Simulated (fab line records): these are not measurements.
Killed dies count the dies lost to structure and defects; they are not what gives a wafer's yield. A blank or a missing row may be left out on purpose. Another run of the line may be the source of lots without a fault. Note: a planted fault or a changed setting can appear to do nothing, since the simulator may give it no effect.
fab line records ; flow rit_cmos
record lots=13; wafers=39; last_day=7
route steps=202 shown GATE@89 M1@202
lots that met no fault: from a run of the same line without faults
start_h: start of the lot's first displayed wafer, in hours after the record's first day ; wait_h: hours since the lot's step before ; " same as the row above ; L1.1+2: a row that stands for several wafers ; - either no value or no given start ; * or withheld: withheld ; < > ~ a bound
route shown NAME@n: a module of which the file shows steps, and the number in the route of the first ; usual: the fault-free wafers' mean and standard deviation ; same: alike in all rows ; chamber/n: place in a boat ; sites: per-site readings ; _std_site: the standard deviation of these ; _edge_site: mean of outer sites minus mean of inner sites ; radius_mm: how far each site lies from the wafer's centre ; mask NAME#n: copy n ; behind: the last tool/chamber to shape the wafer ; hold: the reason the lot was held/the length of the hold in hours/how it ended ; device: which transistor (n, p or np) failed to switch ; end of line: tests run on the same wafers once the route is complete ; a step without rows: its recipe alone ; killed: at the first sort, the dies lost to defects and structure; wafer yield is something else ; map: dies across one wafer; x = killed, . = not, _ = none there
set.NAME: the run value of the setting; set.NAME@STEP: its run value at that earlier step ; model.NAME: the simulator's own value behind a step, which no gauge read
steps of the route over a sample of lots; a table a step, a row a wafer
services: a tool's chamber out of use, with start hour (start_h, from the record's first day; less than 0 if before it), hours out, and reason
## steps
# step RIT_GATE_EXPOSE_13
# recipe mask_id=M6; na=0.6; source_shape=conventional; sigma_outer=0.6; target_cd_nm=150; dose_mj=380
# usual exposure_dose_mJ_cm2=379.9/0.42; stage_vel_mm_s=500.01/0.24
lot.wafer;tool;chamber;start_h;wait_h;mask;exposure_dose_mJ_cm2;stage_vel_mm_s
L175.1;iline_stepper-01;0;38.71;0.1;M6#0;379.1;499.82
L175.2;iline_stepper-01;0;38.71;0.1;M6#0;380.2;500.25
L175.4;iline_stepper-01;0;38.71;0.1;M6#0;380.5;499.55
L176.1;iline_stepper-02;0;45.95;0.2;M6#0;380.0;499.96
L176.2;iline_stepper-02;0;45.95;0.2;M6#0;380.2;500.25
L176.6;iline_stepper-02;0;45.95;0.2;M6#0;380.4;500.31
L177.2;iline_stepper-02;0;51.70;0.1;M6#0;380.7;500.01
L177.4;iline_stepper-02;0;51.70;0.1;M6#0;380.7;500.45
L177.6;iline_stepper-02;0;51.70;0.1;M6#0;380.7;499.74
L180.1;iline_stepper-01;0;65.84;0.1;M6_R1#0;379.2;499.69
L180.3;iline_stepper-01;0;65.84;0.1;M6_R1#0;379.7;499.82
L180.5;iline_stepper-01;0;65.84;0.1;M6_R1#0;379.7;500.30
L181.1;iline_stepper-01;0;70.84;0.1;M6#0;380.3;500.14
L181.3;iline_stepper-01;0;70.84;0.1;M6#0;379.9;499.89
L181.6;iline_stepper-01;0;70.84;0.1;M6#0;380.2;500.13
L183.2;iline_stepper-02;0;83.71;0.1;M6#0;379.4;500.20
L183.5;iline_stepper-02;0;83.71;0.1;M6#0;379.5;500.09
L183.6;iline_stepper-02;0;83.71;0.1;M6#0;379.4;500.42
L188.2;iline_stepper-01;0;106.29;0.1;M6#0;380.0;500.11
L188.5;iline_stepper-01;0;106.29;0.1;M6#0;380.0;500.07
L188.6;iline_stepper-01;0;106.29;0.1;M6#0;379.5;500.16
L189.2;iline_stepper-01;0;110.23;0.1;M6#0;379.9;500.41
L189.3;iline_stepper-01;0;110.23;0.1;M6#0;380.5;500.16
L189.6;iline_stepper-01;0;110.23;0.1;M6#0;380.1;499.77
L191.1;iline_stepper-01;0;119.71;0.2;M6#0;379.8;500.23
L191.3;iline_stepper-01;0;119.71;0.2;M6#0;379.5;499.94
L191.4;iline_stepper-01;0;119.71;0.2;M6#0;379.6;499.86
L192.4;iline_stepper-01;0;125.48;0.1;M6#0;380.0;500.05
L192.5;iline_stepper-01;0;125.48;0.1;M6#0;380.2;500.28
L192.6;iline_stepper-01;0;125.48;0.1;M6#0;379.8;500.10
L195.1;iline_stepper-02;0;141.45;0.1;M6#0;380.1;499.78
L195.3;iline_stepper-02;0;141.45;0.1;M6#0;379.9;499.97
L195.6;iline_stepper-02;0;141.45;0.1;M6#0;379.7;499.89
L196.3;iline_stepper-02;0;142.74;0.1;M6#0;379.7;499.99
L196.4;iline_stepper-02;0;142.74;0.1;M6#0;380.1;500.12
L196.6;iline_stepper-02;0;142.74;0.1;M6#0;379.6;499.59
L198.1;iline_stepper-02;0;155.69;0.1;M6#0;379.5;499.93
L198.4;iline_stepper-02;0;155.69;0.1;M6#0;379.8;499.96
L198.5;iline_stepper-02;0;155.69;0.1;M6#0;379.7;500.21
# step RIT_GATE_CD_MEAS_16
# recipe target_cd_nm=150
# usual cd_nm=149.3/2.1
lot.wafer;tool;chamber;start_h;wait_h;cd_nm
L175.1;cd_sem-02;-;39.11;-;151.6
L175.2;cd_sem-02;-;39.11;-;152.2
L175.4;cd_sem-02;-;39.11;-;151.2
L176.1;cd_sem-02;-;46.35;-;146.3
L176.2;cd_sem-02;-;46.35;-;147.5
L176.6;cd_sem-02;-;46.35;-;147.0
L177.2;cd_sem-01;-;52.13;-;148.0
L177.4;cd_sem-01;-;52.13;-;150.2
L177.6;cd_sem-01;-;52.13;-;148.6
L180.1;cd_sem-01;-;66.24;-;194.4
L180.3;cd_sem-01;-;66.24;-;190.3
L180.5;cd_sem-01;-;66.24;-;191.7
L181.1;cd_sem-01;-;71.24;-;148.6
L181.3;cd_sem-01;-;71.24;-;148.4
L181.6;cd_sem-01;-;71.24;-;145.3
L183.2;cd_sem-01;-;84.15;-;145.9
L183.5;cd_sem-01;-;84.15;-;147.8
L183.6;cd_sem-01;-;84.15;-;147.7
L188.2;cd_sem-02;-;106.69;-;153.7
L188.5;cd_sem-02;-;106.69;-;152.7
L188.6;cd_sem-02;-;106.69;-;153.7
L189.2;cd_sem-02;-;110.63;-;149.7
L189.3;cd_sem-02;-;110.63;-;149.6
L189.6;cd_sem-02;-;110.63;-;149.8
L191.1;cd_sem-02;-;120.11;-;151.0
L191.3;cd_sem-02;-;120.11;-;151.3
L191.4;cd_sem-02;-;120.11;-;152.9
L192.4;cd_sem-02;-;125.88;-;149.9
L192.5;cd_sem-02;-;125.88;-;148.1
L192.6;cd_sem-02;-;125.88;-;148.6
L195.1;cd_sem-02;-;141.85;-;148.6
L195.3;cd_sem-02;-;141.85;-;149.8
L195.6;cd_sem-02;-;141.85;-;148.9
L196.3;cd_sem-01;-;143.14;-;146.3
L196.4;cd_sem-01;-;143.14;-;147.3
L196.6;cd_sem-01;-;143.14;-;149.1
L198.1;cd_sem-01;-;156.09;-;148.2
L198.4;cd_sem-01;-;156.09;-;147.3
L198.5;cd_sem-01;-;156.09;-;147.1
# step RIT_M1_PROBE_99
# usual killed_at_M0_to_M3=0.0/0.12; killed_at_contacts=0.1/0.25; killed_at_front_end=6.8/2.7; killed_dies=6.8/2.7; killed_on_rim=1.7/1.2; killed_open=3.4/1.8; killed_short=3.5/1.7
# same gross_dies=264; killed_at_M4_up=0; killed_at_back_side=0; killed_at_other=0
lot.wafer;tool;chamber;start_h;wait_h;killed_at_M0_to_M3;killed_at_contacts;killed_at_front_end;killed_dies;killed_on_rim;killed_open;killed_short
L180.1;prober-02;-;86.54;0.1;0;0;264;264;70;3;3
L180.3;prober-02;-;86.64;0.2;0;0;264;264;70;6;4
L180.5;prober-02;-;86.74;0.2;0;0;264;264;70;7;7
L181.1;prober-01;-;93.04;0.1;0;0;4;4;0;4;0
L181.3;prober-01;-;93.14;0.2;0;0;10;10;1;4;6
L181.6;prober-01;-;93.29;0.2;0;0;3;3;0;1;2
L188.2;prober-01;-;128.85;1.5;0;0;6;6;1;3;3
L188.5;prober-01;-;129.00;1.6;0;0;13;13;4;4;9
L188.6;prober-01;-;129.05;1.6;0;0;8;8;2;5;3
L191.1;prober-01;-;142.10;0.1;0;0;8;8;3;4;4
L191.3;prober-01;-;142.20;0.2;0;0;5;5;1;4;1
L191.4;prober-01;-;142.25;0.2;0;0;3;3;2;1;2
# killed by level:class
L180.1 GATE:area_expose=258 GATE:geometric_particle:open=2 SILICIDE:geometric_particle:short=2 GATE:geometric_particle:short=1 REOX:geometric_particle:open=1
L180.3 GATE:area_expose=254 GATE:geometric_particle:open=2 GATE:geometric_particle:short=2 FOX1:geometric_particle:open=1 FOX2:geometric_particle:open=1 REOX:geometric_particle:short=1 REOX:geometric_particle:open=1 SPACER:geometric_particle:open=1
L180.5 GATE:area_expose=250 GATE:geometric_particle:open=5 GATE:geometric_particle:short=3 SILICIDE:geometric_particle:short=2 FOX2:geometric_particle:short=1 REOX:geometric_particle:open=1 REOX:geometric_particle:short=1 SILICIDE:geometric_particle:open=1
L181.1 FOX1:geometric_particle:open=3 SPACER:geometric_particle:open=1
L181.3 GATE:geometric_particle:short=2 REOX:geometric_particle:open=2 SILICIDE:geometric_particle:short=2 FOX1:geometric_particle:short=1 GATE:geometric_particle:open=1 SPACER:geometric_particle:open=1 SPACER:geometric_particle:short=1
L181.6 FOX2:geometric_particle:short=2 FOX2:geometric_particle:open=1
L188.2 FOX1:geometric_particle:short=2 GATE:geometric_particle:open=2 SPACER:geometric_particle:open=1 SPACER:geometric_particle:short=1
L188.5 FOX1:geometric_particle:short=3 FOX1:geometric_particle:open=2 SPACER:geometric_particle:short=2 FOX2:geometric_particle:open=2 FOX2:geometric_particle:short=2 GATE:geometric_particle:short=1 REOX:geometric_particle:short=1
L188.6 GATE:geometric_particle:short=2 GATE:geometric_particle:open=2 REOX:geometric_particle:open=2 FOX2:geometric_particle:short=1 FOX2:geometric_particle:open=1
L191.1 SPACER:geometric_particle:short=2 SILICIDE:geometric_particle:open=2 FOX1:geometric_particle:open=1 GATE:geometric_particle:short=1 GATE:geometric_particle:open=1 SILICIDE:geometric_particle:short=1
L191.3 GATE:geometric_particle:open=4 REOX:geometric_particle:short=1
L191.4 FOX1:geometric_particle:short=1 REOX:geometric_particle:short=1 SILICIDE:geometric_particle:open=1
## services
tool;chamber;start_h;hours;kind
iline_stepper-02;-;20.94;10.6;repair
iline_stepper-02;-;36.19;1.7;pm
iline_stepper-01;-;47.06;4.2;repair
iline_stepper-01;-;137.83;1.7;pm
iline_stepper-01;-;149.55;10.1;repair
## key
first_sign step=RIT_GATE_EXPOSE_13; reading=mask; direction=changed
effect step=RIT_GATE_CD_MEAS_16; reading=cd_nm; direction=up; sigmas=20; usual=149.3; struck=192.1
effect step=RIT_M1_PROBE_99; reading=killed_at_front_end; direction=up; sigmas=94; usual=6.8; struck=264
more_kills_born_at RIT_GATE_EXPOSE_13@iline_stepper-01=762
met_at RIT_GATE_EXPOSE_13
struck_lots L180
later_rows_left_out L180.1,L180.3,L180.5
tester_left_out L180
onset_between 38.71 65.84
fault kind=wrong_mask; tool=any; chamber=-; onset_h=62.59; steps=RIT_GATE_EXPOSE_13; aux_copy=M6_R1#0; cd_offset_nm=45; scope=struck_lots_only
# tester_left_out: of these lots the tester's yield and bins aren't shown, on N5 and GAA mostly nor the transistor test; their killed dies are dies lost to structure and defects alone, not to doping, threshold or leakage, so they don't give the yield
# later_rows_left_out: the simulator's readings of these wafers behind a module that went badly wrong aren't trusted and aren't shown, but for the sort
